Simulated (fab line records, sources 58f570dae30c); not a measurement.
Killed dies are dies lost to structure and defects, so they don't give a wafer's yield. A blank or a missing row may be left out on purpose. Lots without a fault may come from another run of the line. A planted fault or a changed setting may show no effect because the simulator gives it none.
A struck lot beside a sound one | flow berkeley_cmos170 | 23 steps out of a route of 331
Sound: wafers L872.2, L872.4, L872.5. Struck: wafers L881.2, L881.4, L881.6. The cause comes at the end.
At each step with rows: each side's tool, then ch and its chambers, then its first start. Under that, the readings that differ: sound wafers | struck wafers | difference of the means | sigmas: that difference in standard deviations of wafers without a fault.
alike: readings whose means differ by less than 2 such deviations, and words and numbers that are the same on both sides. not compared: withheld readings, readings that some wafer has no value for, bounds like >300 that may hide the same value, and numbers for which the record gives no deviation and whose values overlap.
The two part at a step that has a row with sigmas, a row that says differs or no value, or rows on one side only. Numbers that don't overlap but have no deviation are shown without sigmas and don't part them. A reading that every wafer of one side lacks parts them only if that side has two wafers or more.

UCB170_PVT_OVL_MEAS_06:
  sound on overlay-02, day 5 15:35; struck on overlay-02, day 7 19:03
  alike: PVT_OVL
then, 1 step without rows for these wafers: UCB170_PVT_IMPLANT_07.
UCB170_PVT_STRIP_08: strips in O2.
  sound on plasma_asher-03 ch 0,1, day 5 15:46; struck on plasma_asher-03 ch 1, day 7 19:14
  reading             | sound             | struck            | difference | sigmas
  o2_flow_sccm (sccm) | 398.8 399.7 397.1 | 401.0 401.7 401.2 | +2.8       | +2
  alike: drypump_motor_current_A, oes_product_au, strip_time_to_endpoint_s
  not compared: rf_hours_counter_h
UCB170_PVT_TW_MEAS_09:
  sound on film_metro-03, day 5 15:53; struck on film_metro-02, day 7 19:20
  alike: PVT_TW
then, 1 step without rows for these wafers: UCB170_GATE_WET_ETCH_00 (etches SiO2 in dHF, time 200 s).
UCB170_FIELD_THK_MEAS_91:
  sound on film_metro-02, day 5 16:00; struck on film_metro-02, day 7 19:36
  reading                     | sound       | struck      | difference | sigmas
  FIELD_OXIDE_LEFT_2_THK (nm) | 357 351 356 | 381 386 387 | +30        | +2
then, 1 step without rows for these wafers: UCB170_GATE_OXIDATION_01 (target thk 6.6 nm, ox time 1800 s).
UCB170_GATE_THK_MEAS_02:
  sound on film_metro-03, day 5 21:01; struck on film_metro-01, day 7 23:13
  alike: GATE_OXIDE_THK
then, 2 steps without rows for these wafers: UCB170_GATE_ANNEAL_03 (time 1800 s); UCB170_GATE_CVD_04 (deposits poly-Si from SiH4, time 1440 s, target thk 214 nm).
UCB170_GATE_THK_MEAS_05:
  sound on film_metro-01, day 6 03:13; struck on film_metro-03, day 8 06:31
  alike: GATE_POLY_THK
then, 1 step without rows for these wafers: UCB170_GATE_COAT_06.
UCB170_GATE_COAT_07: resist thk 900 nm.
  sound on litho_track-03 ch 0, day 6 03:00; struck on litho_track-03 ch 0, day 8 07:00
  reading                               | sound             | struck          | difference | sigmas
  model.KrF_of_GATE_COAT_07.thk_nm (nm) | 897.5 896.3 896.8 | 915 914.1 913.4 | +17        |
then, 4 steps without rows for these wafers: UCB170_GATE_SOFTBAKE_08 (time 60 s); UCB170_GATE_EXPOSE_09 (exposes mask POLY, target cd 350 nm); UCB170_GATE_PEB_10; UCB170_GATE_DEVELOP_11 (develop time 45 s).
UCB170_GATE_CD_MEAS_12: target cd 350 nm.
  sound on cd_sem-02, day 6 04:41; struck on cd_sem-02, day 8 08:06
  alike: cd_nm
UCB170_GATE_OVL_MEAS_13:
  sound on overlay-02, day 6 04:47; struck on overlay-02, day 8 08:13
  reading       | sound      | struck | difference | sigmas
  GATE_OVL (nm) | -14 -11 -8 | 3 -2 2 | +12        | +2
UCB170_GATE_ETCH_14: etches BARC in N2/H2.
  sound on rie_diel-01 ch 0,2, day 6 04:49; struck on rie_diel-04 ch 2,3, day 8 08:14
  alike: drypump_motor_current_A, oes_product_au, throttle_valve_pct
UCB170_GATE_ETCH_15: etches poly-Si in HBr/Cl2, stops on SiO2, time 56.3 s, target depth 278.2 nm.
  sound on rie_si-02 ch 0,3, day 6 04:52; struck on rie_si-02 ch 2,3, day 8 08:17
  reading                               | sound           | struck            | difference | sigmas
  model.KrF_of_GATE_COAT_07.thk_nm (nm) | 774 770.4 773.1 | 788.2 788.9 786.5 | +15.4      |
  alike: drypump_motor_current_A, oes_product_au, throttle_valve_pct
  not compared: rf_hours_counter_h
UCB170_GATE_STRIP_16: strips in O2.
  sound on plasma_asher-04 ch 0,1, day 6 04:55; struck on plasma_asher-01 ch 0,1, day 8 08:20
  alike: drypump_motor_current_A, o2_flow_sccm, oes_product_au
  not compared: rf_hours_counter_h
then, 1 step without rows for these wafers: UCB170_M3_PROBE_99.

WHERE THEY PART
First at UCB170_PVT_STRIP_08; last, within this record, at UCB170_GATE_OVL_MEAS_13. Later steps at which nothing parts them and some readings are alike: UCB170_GATE_ETCH_14, UCB170_GATE_ETCH_15, UCB170_GATE_STRIP_16.

WHY: what the simulator had put in
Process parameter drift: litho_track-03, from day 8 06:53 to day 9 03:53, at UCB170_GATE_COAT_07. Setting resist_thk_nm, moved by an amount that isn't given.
